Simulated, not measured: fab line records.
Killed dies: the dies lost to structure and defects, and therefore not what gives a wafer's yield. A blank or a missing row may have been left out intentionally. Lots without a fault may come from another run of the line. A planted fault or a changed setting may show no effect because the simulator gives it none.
Shared-tool check :: flow ritCmos :: 16 lots, 48 wafers sampled

WHY IT WAS OPENED
At RIT_NWELL_OVL_MEAS_06 the reading NWELL_OVL is flagged on 4 of 16 lots. Fault-free wafers read 0.7 nm, with a standard deviation of 1.4.
Rule: a lot is flagged in two cases, either no wafer of it has a number, or all its wafers with numbers fall more than 4 standard deviations from that mean. As for the other lots, they are considered sound.

lot: L337
measured: day 2 06:33
on: overlay-02
NWELL_OVL (nm), wafer by wafer: -0.7 -0.7 -1.4
flag: 

lot: L338
measured: day 2 11:30
on: overlay-02
NWELL_OVL (nm), wafer by wafer: -2.0 0.1 -0.1
flag: 

lot: L339
measured: day 2 16:28
on: overlay-02
NWELL_OVL (nm), wafer by wafer: -0.6 0.9 0.7
flag: 

lot: L340
measured: day 2 20:29
on: overlay-01
NWELL_OVL (nm), wafer by wafer: 1.6 0.0 0.1
flag: 

lot: L341
measured: day 2 23:08
on: overlay-01
NWELL_OVL (nm), wafer by wafer: -0.7 0.9 0.1
flag: 

lot: L342
measured: day 3 05:13
on: overlay-01
NWELL_OVL (nm), wafer by wafer: 0.3 1.0 -0.4
flag: 

lot: L343
measured: day 3 15:00
on: overlay-01
NWELL_OVL (nm), wafer by wafer: 2.6 3.7 3.2
flag: 

lot: L345
measured: day 3 21:41
on: overlay-01
NWELL_OVL (nm), wafer by wafer: 0.8 0.8 0.3
flag: 

lot: L346
measured: day 4 01:25
on: overlay-02
NWELL_OVL (nm), wafer by wafer: -149.4 -149.4 -148.8
flag: FLAGGED

lot: L349
measured: day 4 14:03
on: overlay-02
NWELL_OVL (nm), wafer by wafer: -150.1 -149.3 -150.4
flag: FLAGGED

lot: L351
measured: day 5 04:22
on: overlay-02
NWELL_OVL (nm), wafer by wafer: -1.0 -0.6 -1.0
flag: 

lot: L352
measured: day 5 09:52
on: overlay-01
NWELL_OVL (nm), wafer by wafer: -149.4 -150.0 -148.1
flag: FLAGGED

lot: L353
measured: day 5 09:59
on: overlay-02
NWELL_OVL (nm), wafer by wafer: -150.0 -150.5 -150.2
flag: FLAGGED

lot: L355
measured: day 5 21:11
on: overlay-02
NWELL_OVL (nm), wafer by wafer: -1.4 -2.1 -0.1
flag: 

lot: L356
measured: day 6 02:29
on: overlay-01
NWELL_OVL (nm), wafer by wafer: 2.8 1.6 2.9
flag: 

lot: L357
measured: day 6 06:19
on: overlay-02
NWELL_OVL (nm), wafer by wafer: 3.4 2.6 4.1
flag: 
Averaged over the flagged lots the numbers come to -149.6 nm, -150.3 nm from the usual (-99 or more standard deviations).

WHICH TOOL RAN EACH LOT
The record keeps 1 process step preceding the reading, out of 202 steps on the route. Each cell gives the tool, then ch followed by the chambers the sampled wafers passed through, then the start.
lot: L337
flag: 
RIT_NWELL_EXPOSE_03: ilineStepper-01 ch 0, day 2 06:08

lot: L338
flag: 
RIT_NWELL_EXPOSE_03: ilineStepper-01 ch 0, day 2 11:05

lot: L339
flag: 
RIT_NWELL_EXPOSE_03: ilineStepper-01 ch 0, day 2 16:02

lot: L340
flag: 
RIT_NWELL_EXPOSE_03: ilineStepper-02 ch 0, day 2 20:01

lot: L341
flag: 
RIT_NWELL_EXPOSE_03: ilineStepper-01 ch 0, day 2 22:43

lot: L342
flag: 
RIT_NWELL_EXPOSE_03: ilineStepper-01 ch 0, day 3 04:47

lot: L343
flag: 
RIT_NWELL_EXPOSE_03: ilineStepper-02 ch 0, day 3 14:34

lot: L345
flag: 
RIT_NWELL_EXPOSE_03: ilineStepper-02 ch 0, day 3 21:11

lot: L346
flag: FLAGGED
RIT_NWELL_EXPOSE_03: ilineStepper-02 ch 0, day 4 01:01

lot: L349
flag: FLAGGED
RIT_NWELL_EXPOSE_03: ilineStepper-02 ch 0, day 4 13:38

lot: L351
flag: 
RIT_NWELL_EXPOSE_03: ilineStepper-01 ch 0, day 5 03:56

lot: L352
flag: FLAGGED
RIT_NWELL_EXPOSE_03: ilineStepper-02 ch 0, day 5 09:26

lot: L353
flag: FLAGGED
RIT_NWELL_EXPOSE_03: ilineStepper-02 ch 0, day 5 09:34

lot: L355
flag: 
RIT_NWELL_EXPOSE_03: ilineStepper-01 ch 0, day 5 20:45

lot: L356
flag: 
RIT_NWELL_EXPOSE_03: ilineStepper-01 ch 0, day 6 02:04

lot: L357
flag: 
RIT_NWELL_EXPOSE_03: ilineStepper-01 ch 0, day 6 05:54
What the steps here do:
- RIT_NWELL_EXPOSE_03: exposes mask M2, target cd 43900 nm.
- RIT_NWELL_OVL_MEAS_06

FLAGGED OVER TOTAL, TOOL BY TOOL (the gauges that took the reading come last)
step: RIT_NWELL_EXPOSE_03
tool: ilineStepper-01
lots run: 9
flagged: 0
share of the flagged lots: none
sound lots run after its first flagged lot: -

step: RIT_NWELL_EXPOSE_03
tool: ilineStepper-02
lots run: 7
flagged: 4
share of the flagged lots: all
sound lots run after its first flagged lot: 0

step: RIT_NWELL_OVL_MEAS_06
tool: overlay-01
lots run: 7
flagged: 1
share of the flagged lots: some
sound lots run after its first flagged lot: 1 (L356)

step: RIT_NWELL_OVL_MEAS_06
tool: overlay-02
lots run: 9
flagged: 3
share of the flagged lots: some
sound lots run after its first flagged lot: 3 (L351,L355,L357)

THE TABLE: WHAT IT ALLOWS
All flagged lots share 1 row of the table, namely ilineStepper-02 at RIT_NWELL_EXPOSE_03.
- ilineStepper-02 at RIT_NWELL_EXPOSE_03 ran 7 lots, 4 of them flagged. It ran its last sound lot, L345, at day 3 21:11 and its first flagged lot, L346, at day 4 01:01: a fault with its onset between the two fits.
Just one tool remains: ilineStepper-02 at RIT_NWELL_EXPOSE_03.

WHAT WAS PUT IN BY THE SIMULATOR
Scanner matching overlay: ilineStepper-02, from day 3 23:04 on, at RIT_NWELL_EXPOSE_03. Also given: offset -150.
Shown lots that were struck: L346, L349, L352, L353. The rule given above showed the same thing.
